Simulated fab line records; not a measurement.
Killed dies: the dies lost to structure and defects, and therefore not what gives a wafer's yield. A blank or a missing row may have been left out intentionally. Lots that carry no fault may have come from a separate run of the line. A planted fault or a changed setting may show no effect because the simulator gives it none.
The tool behind it: which one? / flow rit-cmos / 42 wafers from 14 lots sampled at 2 of the route's 202 steps

WHAT THE GAUGES READ, wafer by wafer
RIT_ACTIVE_CD_MEAS_90 targets a cd of 1400 nm.
lot=L477; measured=day 1 20:02; on=cd-sem-02; cd-nm (nm)=1397.4 1397.1 1397.1
lot=L478; measured=day 2 01:06; on=cd-sem-02; cd-nm (nm)=1399.5 1398.1 1398.6
lot=L479; measured=day 2 06:01; on=cd-sem-02; cd-nm (nm)=1401.5 1401.3 1401.9
lot=L480; measured=day 2 11:08; on=cd-sem-01; cd-nm (nm)=1401.5 1400.4 1401.1
lot=L483; measured=day 3 02:04; on=cd-sem-02; cd-nm (nm)=1398.8 1400.3 1399.6
lot=L485; measured=day 3 12:08; on=cd-sem-02; cd-nm (nm)=- - -
lot=L486; measured=day 3 17:46; on=cd-sem-02; cd-nm (nm)=- - -
lot=L491; measured=day 4 18:40; on=cd-sem-02; cd-nm (nm)=1397.4 1402.1 1399.6
lot=L492; measured=day 5 01:34; on=cd-sem-02; cd-nm (nm)=1397.8 1398.6 1397.1
lot=L494; measured=day 5 09:02; on=cd-sem-01; cd-nm (nm)=1401.5 1401.5 1402.1
lot=L495; measured=day 5 14:13; on=cd-sem-01; cd-nm (nm)=1402.3 1401.4 1402.3
lot=L497; measured=day 6 00:02; on=cd-sem-02; cd-nm (nm)=1402.2 1401.5 1399.7
lot=L498; measured=day 6 05:26; on=cd-sem-01; cd-nm (nm)=1397.5 1395.4 1397.9
lot=L499; measured=day 6 10:08; on=cd-sem-02; cd-nm (nm)=1402.3 1402.2 1403.7

EACH LOT AND THE TOOL THAT RAN IT (in order: tool; ch and the chambers of the sampled wafers; start)
lot=L477; RIT_ACTIVE_ETCH_13=rie-diel-03 ch 1,2,3, day 1 19:43
lot=L478; RIT_ACTIVE_ETCH_13=rie-diel-04 ch 3, day 2 00:43
lot=L479; RIT_ACTIVE_ETCH_13=rie-diel-02 ch 0,3, day 2 05:43
lot=L480; RIT_ACTIVE_ETCH_13=rie-diel-03 ch 0,1, day 2 10:50
lot=L483; RIT_ACTIVE_ETCH_13=rie-diel-03 ch 1,2,3, day 3 01:44
lot=L485; RIT_ACTIVE_ETCH_13=rie-diel-02 ch 0,3, day 3 11:50
lot=L486; RIT_ACTIVE_ETCH_13=rie-diel-04 ch 0,2,3, day 3 17:26
lot=L491; RIT_ACTIVE_ETCH_13=rie-diel-04 ch 0,1, day 4 18:21
lot=L492; RIT_ACTIVE_ETCH_13=rie-diel-04 ch 0,2, day 5 01:14
lot=L494; RIT_ACTIVE_ETCH_13=rie-diel-02 ch 0,1, day 5 08:43
lot=L495; RIT_ACTIVE_ETCH_13=rie-diel-03 ch 0,2,3, day 5 13:55
lot=L497; RIT_ACTIVE_ETCH_13=rie-diel-02 ch 1,2, day 5 23:43
lot=L498; RIT_ACTIVE_ETCH_13=rie-diel-04 ch 1,2,3, day 6 05:08
lot=L499; RIT_ACTIVE_ETCH_13=rie-diel-03 ch 0,1,2, day 6 09:50
- RIT_ACTIVE_ETCH_13: etches Si3N4 in SF6, stops on SiO2, time 210 s, target depth 210 nm.

AS READ BY THE TOOLS THEMSELVES (means over the sampled wafers that have a number; for cases with no such wafer, the mark the record gives instead)
RIT_ACTIVE_ETCH_13.
lot=L477; tool=rie-diel-03; SF6_flow_sccm (sccm)=199.8; chamber-pressure-mTorr (mTorr)=259.87; drypump-motor-current-A (A)=5.7; oes-product-au (a.u.)=0.813; throttle-valve-pct (%)=7.50
lot=L478; tool=rie-diel-04; SF6_flow_sccm (sccm)=198.9; chamber-pressure-mTorr (mTorr)=259.93; drypump-motor-current-A (A)=6.1; oes-product-au (a.u.)=0.818; throttle-valve-pct (%)=7.38
lot=L479; tool=rie-diel-02; SF6_flow_sccm (sccm)=199.2; chamber-pressure-mTorr (mTorr)=259.85; drypump-motor-current-A (A)=5.6; oes-product-au (a.u.)=0.810; throttle-valve-pct (%)=7.60
lot=L480; tool=rie-diel-03; SF6_flow_sccm (sccm)=200.0; chamber-pressure-mTorr (mTorr)=260.02; drypump-motor-current-A (A)=5.4; oes-product-au (a.u.)=0.823; throttle-valve-pct (%)=7.68
lot=L483; tool=rie-diel-03; SF6_flow_sccm (sccm)=199.8; chamber-pressure-mTorr (mTorr)=259.97; drypump-motor-current-A (A)=5.7; oes-product-au (a.u.)=0.804; throttle-valve-pct (%)=7.50
lot=L485; tool=rie-diel-02; SF6_flow_sccm (sccm)=-; chamber-pressure-mTorr (mTorr)=-; drypump-motor-current-A (A)=-; oes-product-au (a.u.)=-; throttle-valve-pct (%)=-
lot=L486; tool=rie-diel-04; SF6_flow_sccm (sccm)=-; chamber-pressure-mTorr (mTorr)=-; drypump-motor-current-A (A)=-; oes-product-au (a.u.)=-; throttle-valve-pct (%)=-
lot=L491; tool=rie-diel-04; SF6_flow_sccm (sccm)=200.3; chamber-pressure-mTorr (mTorr)=260.08; drypump-motor-current-A (A)=6.1; oes-product-au (a.u.)=0.805; throttle-valve-pct (%)=7.61
lot=L492; tool=rie-diel-04; SF6_flow_sccm (sccm)=200.2; chamber-pressure-mTorr (mTorr)=259.86; drypump-motor-current-A (A)=5.7; oes-product-au (a.u.)=0.809; throttle-valve-pct (%)=7.55
lot=L494; tool=rie-diel-02; SF6_flow_sccm (sccm)=200.2; chamber-pressure-mTorr (mTorr)=260.13; drypump-motor-current-A (A)=6.4; oes-product-au (a.u.)=0.821; throttle-valve-pct (%)=7.44
lot=L495; tool=rie-diel-03; SF6_flow_sccm (sccm)=200.6; chamber-pressure-mTorr (mTorr)=259.82; drypump-motor-current-A (A)=5.6; oes-product-au (a.u.)=0.810; throttle-valve-pct (%)=7.61
lot=L497; tool=rie-diel-02; SF6_flow_sccm (sccm)=199.6; chamber-pressure-mTorr (mTorr)=260.11; drypump-motor-current-A (A)=6.5; oes-product-au (a.u.)=0.831; throttle-valve-pct (%)=7.55
lot=L498; tool=rie-diel-04; SF6_flow_sccm (sccm)=199.8; chamber-pressure-mTorr (mTorr)=259.76; drypump-motor-current-A (A)=6.1; oes-product-au (a.u.)=0.821; throttle-valve-pct (%)=7.42
lot=L499; tool=rie-diel-03; SF6_flow_sccm (sccm)=199.9; chamber-pressure-mTorr (mTorr)=260.00; drypump-motor-current-A (A)=5.7; oes-product-au (a.u.)=0.817; throttle-valve-pct (%)=7.54

THE ANSWER, worked out from the rows above alone
Rule: what is usual is taken from the lots themselves. The widest of any qualifying gaps counts: lots, ordered by their means at a reading, are off when they make up no more than a third of the lots, leave a main group of 4 or more, and stand apart from it by 3 or more times the standard deviation of that group's means. A main group is skipped when, at the precision printed for the reading in the tables above, its means are all equal. A lot without any number at a reading at which 4 lots or more have one is off too. Where the step has rows for the other lots, those lots are counted as sound. The gauges are gone through in route order, then the tools' own readings, and for those a lot's mean is taken as printed above. At the first step where some lot is off, the reading lying furthest off is the one used; lots without a number count as furthest.
Off: L485, L486, at RIT_ACTIVE_CD_MEAS_90 (cd-nm). Without a number there: L485, L486. Mean 1400.0 nm and standard deviation 1.9 in the main group.
A tool fits if, at a process step before that reading, it ran every lot that is off, and no sound lot after the first of them. The gauges at RIT_ACTIVE_CD_MEAS_90 aren't tried: what is off there is off at RIT_ACTIVE_ETCH_13 too, on other tools, and a gauge's error can't cause that. No candidate that was tried fits.

WHAT WAS PUT IN BY THE SIMULATOR
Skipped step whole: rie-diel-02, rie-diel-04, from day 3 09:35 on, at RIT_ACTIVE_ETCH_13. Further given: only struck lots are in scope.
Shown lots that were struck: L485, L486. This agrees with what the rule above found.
